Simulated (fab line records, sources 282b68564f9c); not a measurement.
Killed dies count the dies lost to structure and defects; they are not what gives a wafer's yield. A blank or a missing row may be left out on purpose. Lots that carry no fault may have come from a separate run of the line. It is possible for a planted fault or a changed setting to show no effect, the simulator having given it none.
The tool behind it: which one? / flow rit_cmos / 14 lots, 42 wafers sampled, at 5 steps of a route of 202

== WHAT EACH GAUGE READ, for each wafer ==
RIT_PLDD_OVL_MEAS_06.
lot=L562; measured=day 3 00:02; on=overlay-02; PLDD_OVL (nm)=-1.0 -1.5 -3.2
lot=L563; measured=day 3 03:05; on=overlay-02; PLDD_OVL (nm)=2.2 -1.0 0.1
lot=L564; measured=day 3 07:04; on=overlay-02; PLDD_OVL (nm)=1.1 -0.6 0.0
lot=L567; measured=day 3 22:14; on=overlay-02; PLDD_OVL (nm)=-1.6 -1.4 -0.3
lot=L568; measured=day 4 03:32; on=overlay-02; PLDD_OVL (nm)=0.4 1.6 -1.6
lot=L570; measured=day 4 12:23; on=overlay-02; PLDD_OVL (nm)=1.0 2.3 1.2
lot=L574; measured=day 5 08:23; on=overlay-02; PLDD_OVL (nm)=1.6 1.3 0.3
lot=L577; measured=day 6 00:28; on=overlay-01; PLDD_OVL (nm)=-0.9 -1.6 -2.6
lot=L578; measured=day 6 04:34; on=overlay-01; PLDD_OVL (nm)=0.0 0.0 1.3
lot=L579; measured=day 6 08:34; on=overlay-01; PLDD_OVL (nm)=-1.9 -4.2 -2.3
lot=L581; measured=day 6 18:19; on=overlay-01; PLDD_OVL (nm)=-1.9 -0.2 -2.3
lot=L582; measured=day 6 23:28; on=overlay-02; PLDD_OVL (nm)=-1.3 -1.7 -0.7
lot=L583; measured=day 7 04:40; on=overlay-01; PLDD_OVL (nm)=-0.7 0.5 -0.9
lot=L585; measured=day 7 14:32; on=overlay-01; PLDD_OVL (nm)=-1.0 1.4 0.5

RIT_NSD_TW_MEAS_10.
lot=L562; measured=day 3 04:38; on=film_metro-04; NSD_TW=3194 3173 3163
lot=L563; measured=day 3 07:42; on=film_metro-04; NSD_TW=3181 3173 3171
lot=L564; measured=day 3 11:40; on=film_metro-04; NSD_TW=3173 3171 3165
lot=L567; measured=day 4 02:44; on=film_metro-01; NSD_TW=30 30 30 30 30 30
lot=L568; measured=day 4 08:07; on=film_metro-01; NSD_TW=30 30 30 30 30 30
lot=L570; measured=day 4 17:00; on=film_metro-04; NSD_TW=3154 3167 3159
lot=L574; measured=day 5 12:56; on=film_metro-01; NSD_TW=3088 3085 3097
lot=L577; measured=day 6 05:07; on=film_metro-02; NSD_TW=3153 3145 3135
lot=L578; measured=day 6 09:08; on=film_metro-01; NSD_TW=3089 3097 3101
lot=L579; measured=day 6 13:15; on=film_metro-01; NSD_TW=3108 3097 3092
lot=L581; measured=day 6 22:59; on=film_metro-01; NSD_TW=3102 3088 3083
lot=L582; measured=day 7 04:01; on=film_metro-04; NSD_TW=3178 3179 3168
lot=L583; measured=day 7 09:07; on=film_metro-01; NSD_TW=3093 3085 3074
lot=L585; measured=day 7 18:58; on=film_metro-02; NSD_TW=3144 3147 3125

== WHICH TOOL RAN EACH LOT (tool, then ch and the chambers of the sampled wafers, then the start) ==
lot=L562; RIT_NRETRO_STRIP_09=plasma_asher-02 ch 0,1, day 2 11:29; RIT_GATE_STRIP_20=plasma_asher-04 ch 0,1, day 2 18:27; RIT_NSD_IMPLANT_08=implanter-01 ch 0, day 3 04:20
lot=L563; RIT_NRETRO_STRIP_09=plasma_asher-04 ch 1, day 2 13:00; RIT_GATE_STRIP_20=plasma_asher-04 ch 0,1, day 2 20:12; RIT_NSD_IMPLANT_08=implanter-04 ch 0, day 3 07:23
lot=L564; RIT_NRETRO_STRIP_09=plasma_asher-01 ch 0,1, day 2 16:30; RIT_GATE_STRIP_20=plasma_asher-01 ch 0,1, day 3 01:14; RIT_NSD_IMPLANT_08=implanter-03 ch 0, day 3 11:20
lot=L567; RIT_NRETRO_STRIP_09=plasma_asher-02 ch 0,1, day 3 07:28; RIT_GATE_STRIP_20=plasma_asher-04 ch 0,1, day 3 15:24; RIT_NSD_IMPLANT_08=implanter-04, day 4 02:25
lot=L568; RIT_NRETRO_STRIP_09=plasma_asher-02 ch 0,1, day 3 13:30; RIT_GATE_STRIP_20=plasma_asher-04 ch 0,1, day 3 20:47; RIT_NSD_IMPLANT_08=implanter-01, day 4 07:48
lot=L570; RIT_NRETRO_STRIP_09=plasma_asher-04 ch 0,1, day 3 23:21; RIT_GATE_STRIP_20=plasma_asher-04 ch 0,1, day 4 06:22; RIT_NSD_IMPLANT_08=implanter-01 ch 0, day 4 16:42
lot=L574; RIT_NRETRO_STRIP_09=plasma_asher-02 ch 0,1, day 4 19:10; RIT_GATE_STRIP_20=plasma_asher-03 ch 0,1, day 5 02:28; RIT_NSD_IMPLANT_08=implanter-01 ch 0, day 5 12:37
lot=L577; RIT_NRETRO_STRIP_09=plasma_asher-04 ch 0,1, day 5 10:42; RIT_GATE_STRIP_20=plasma_asher-03 ch 0,1, day 5 17:27; RIT_NSD_IMPLANT_08=implanter-04 ch 0, day 6 04:47
lot=L578; RIT_NRETRO_STRIP_09=plasma_asher-01 ch 0,1, day 5 14:17; RIT_GATE_STRIP_20=plasma_asher-03 ch 0,1, day 5 22:56; RIT_NSD_IMPLANT_08=implanter-03 ch 0, day 6 08:50
lot=L579; RIT_NRETRO_STRIP_09=plasma_asher-01 ch 0,1, day 5 18:16; RIT_GATE_STRIP_20=plasma_asher-01 ch 0,1, day 6 02:16; RIT_NSD_IMPLANT_08=implanter-03 ch 0, day 6 12:55
lot=L581; RIT_NRETRO_STRIP_09=plasma_asher-01 ch 0, day 6 05:33; RIT_GATE_STRIP_20=plasma_asher-01 ch 0,1, day 6 12:17; RIT_NSD_IMPLANT_08=implanter-01 ch 0, day 6 22:41
lot=L582; RIT_NRETRO_STRIP_09=plasma_asher-04 ch 0,1, day 6 10:19; RIT_GATE_STRIP_20=plasma_asher-03 ch 0,1, day 6 17:02; RIT_NSD_IMPLANT_08=implanter-01 ch 0, day 7 03:42
lot=L583; RIT_NRETRO_STRIP_09=plasma_asher-01 ch 0,1, day 6 15:28; RIT_GATE_STRIP_20=plasma_asher-03 ch 0,1, day 6 23:06; RIT_NSD_IMPLANT_08=implanter-04 ch 0, day 7 08:47
lot=L585; RIT_NRETRO_STRIP_09=plasma_asher-01 ch 0,1, day 7 00:16; RIT_GATE_STRIP_20=plasma_asher-04 ch 0,1, day 7 08:51; RIT_NSD_IMPLANT_08=implanter-04 ch 0, day 7 18:38
- RIT_NRETRO_STRIP_09: strips in O2, time 180 s.
- RIT_GATE_STRIP_20: strips in O2, time 180 s.
- RIT_NSD_IMPLANT_08

== WHAT THE TOOLS THEMSELVES READ (means of the sampled wafers that have a number; where no wafer has one, the mark that the record gives instead) ==
RIT_NRETRO_STRIP_09.
lot=L562; tool=plasma_asher-02; drypump_motor_current_A (A)=6.0
lot=L563; tool=plasma_asher-04; drypump_motor_current_A (A)=6.0
lot=L564; tool=plasma_asher-01; drypump_motor_current_A (A)=5.7
lot=L567; tool=plasma_asher-02; drypump_motor_current_A (A)=6.0
lot=L568; tool=plasma_asher-02; drypump_motor_current_A (A)=5.8
lot=L570; tool=plasma_asher-04; drypump_motor_current_A (A)=5.7
lot=L574; tool=plasma_asher-02; drypump_motor_current_A (A)=5.9
lot=L577; tool=plasma_asher-04; drypump_motor_current_A (A)=5.4
lot=L578; tool=plasma_asher-01; drypump_motor_current_A (A)=5.7
lot=L579; tool=plasma_asher-01; drypump_motor_current_A (A)=5.7
lot=L581; tool=plasma_asher-01; drypump_motor_current_A (A)=5.0
lot=L582; tool=plasma_asher-04; drypump_motor_current_A (A)=5.7
lot=L583; tool=plasma_asher-01; drypump_motor_current_A (A)=5.7
lot=L585; tool=plasma_asher-01; drypump_motor_current_A (A)=5.7

RIT_GATE_STRIP_20.
lot=L562; tool=plasma_asher-04; drypump_motor_current_A (A)=5.4
lot=L563; tool=plasma_asher-04; drypump_motor_current_A (A)=5.7
lot=L564; tool=plasma_asher-01; drypump_motor_current_A (A)=5.7
lot=L567; tool=plasma_asher-04; drypump_motor_current_A (A)=5.4
lot=L568; tool=plasma_asher-04; drypump_motor_current_A (A)=5.4
lot=L570; tool=plasma_asher-04; drypump_motor_current_A (A)=5.4
lot=L574; tool=plasma_asher-03; drypump_motor_current_A (A)=5.7
lot=L577; tool=plasma_asher-03; drypump_motor_current_A (A)=5.7
lot=L578; tool=plasma_asher-03; drypump_motor_current_A (A)=5.7
lot=L579; tool=plasma_asher-01; drypump_motor_current_A (A)=5.7
lot=L581; tool=plasma_asher-01; drypump_motor_current_A (A)=5.7
lot=L582; tool=plasma_asher-03; drypump_motor_current_A (A)=5.7
lot=L583; tool=plasma_asher-03; drypump_motor_current_A (A)=5.7
lot=L585; tool=plasma_asher-04; drypump_motor_current_A (A)=5.4

RIT_NSD_IMPLANT_08.
lot=L562; tool=implanter-01; beam_energy_keV=24.999; beam_on_s (s)=9.87; faraday_current_uA=3169; tilt_deg (degrees)=7.014
lot=L563; tool=implanter-04; beam_energy_keV=24.996; beam_on_s (s)=10.12; faraday_current_uA=3088; tilt_deg (degrees)=7.005
lot=L564; tool=implanter-03; beam_energy_keV=25.002; beam_on_s (s)=10.01; faraday_current_uA=3124; tilt_deg (degrees)=6.977
lot=L567; tool=implanter-04; beam_energy_keV=-; beam_on_s (s)=-; faraday_current_uA=-; tilt_deg (degrees)=-
lot=L568; tool=implanter-01; beam_energy_keV=-; beam_on_s (s)=-; faraday_current_uA=-; tilt_deg (degrees)=-
lot=L570; tool=implanter-01; beam_energy_keV=25.002; beam_on_s (s)=9.88; faraday_current_uA=3166; tilt_deg (degrees)=7.008
lot=L574; tool=implanter-01; beam_energy_keV=25.002; beam_on_s (s)=10.12; faraday_current_uA=3090; tilt_deg (degrees)=7.018
lot=L577; tool=implanter-04; beam_energy_keV=25.007; beam_on_s (s)=10.00; faraday_current_uA=3132; tilt_deg (degrees)=7.000
lot=L578; tool=implanter-03; beam_energy_keV=25.000; beam_on_s (s)=9.82; faraday_current_uA=3189; tilt_deg (degrees)=6.981
lot=L579; tool=implanter-03; beam_energy_keV=24.997; beam_on_s (s)=10.01; faraday_current_uA=3136; tilt_deg (degrees)=6.989
lot=L581; tool=implanter-01; beam_energy_keV=25.005; beam_on_s (s)=10.01; faraday_current_uA=3127; tilt_deg (degrees)=6.989
lot=L582; tool=implanter-01; beam_energy_keV=25.004; beam_on_s (s)=10.14; faraday_current_uA=3090; tilt_deg (degrees)=6.990
lot=L583; tool=implanter-04; beam_energy_keV=25.007; beam_on_s (s)=10.24; faraday_current_uA=3060; tilt_deg (degrees)=6.995
lot=L585; tool=implanter-04; beam_energy_keV=25.012; beam_on_s (s)=10.14; faraday_current_uA=3086; tilt_deg (degrees)=7.012

== THE ANSWER, worked out from the rows above alone ==
Rule: usual is defined by the lots themselves. The widest of any qualifying gaps counts: lots, ordered by their means at a reading, are off when they make up no more than a third of the lots, leave a main group of 4 or more, and stand apart from it by 3 or more times the standard deviation of that group's means. A main group whose means are all the same, to the digits that the tables above print for the reading, isn't used. A lot without any number at a reading at which 4 lots or more have one is off too. Where the step has rows for the other lots, those lots are counted as sound. First the gauges in route order, then the tools' own readings, where a lot's mean is used as printed above. The first step at which some lot is off is used, and at that step the reading that is off furthest; a lot without a number counts as furthest.
Off: at RIT_NSD_TW_MEAS_10 (NSD_TW), L567, L568. Mean 3133 and standard deviation 37 in the main group.
If a tool, at a process step before that reading, ran all the lots that are off and no sound lot after the first of them, it fits. The gauges at RIT_NSD_TW_MEAS_10 aren't tried: what is off there is off at RIT_NSD_IMPLANT_08 too, on other tools, and a gauge's error can't cause that. No candidate that was tried fits.

== WHAT THE SIMULATOR PUT IN ==
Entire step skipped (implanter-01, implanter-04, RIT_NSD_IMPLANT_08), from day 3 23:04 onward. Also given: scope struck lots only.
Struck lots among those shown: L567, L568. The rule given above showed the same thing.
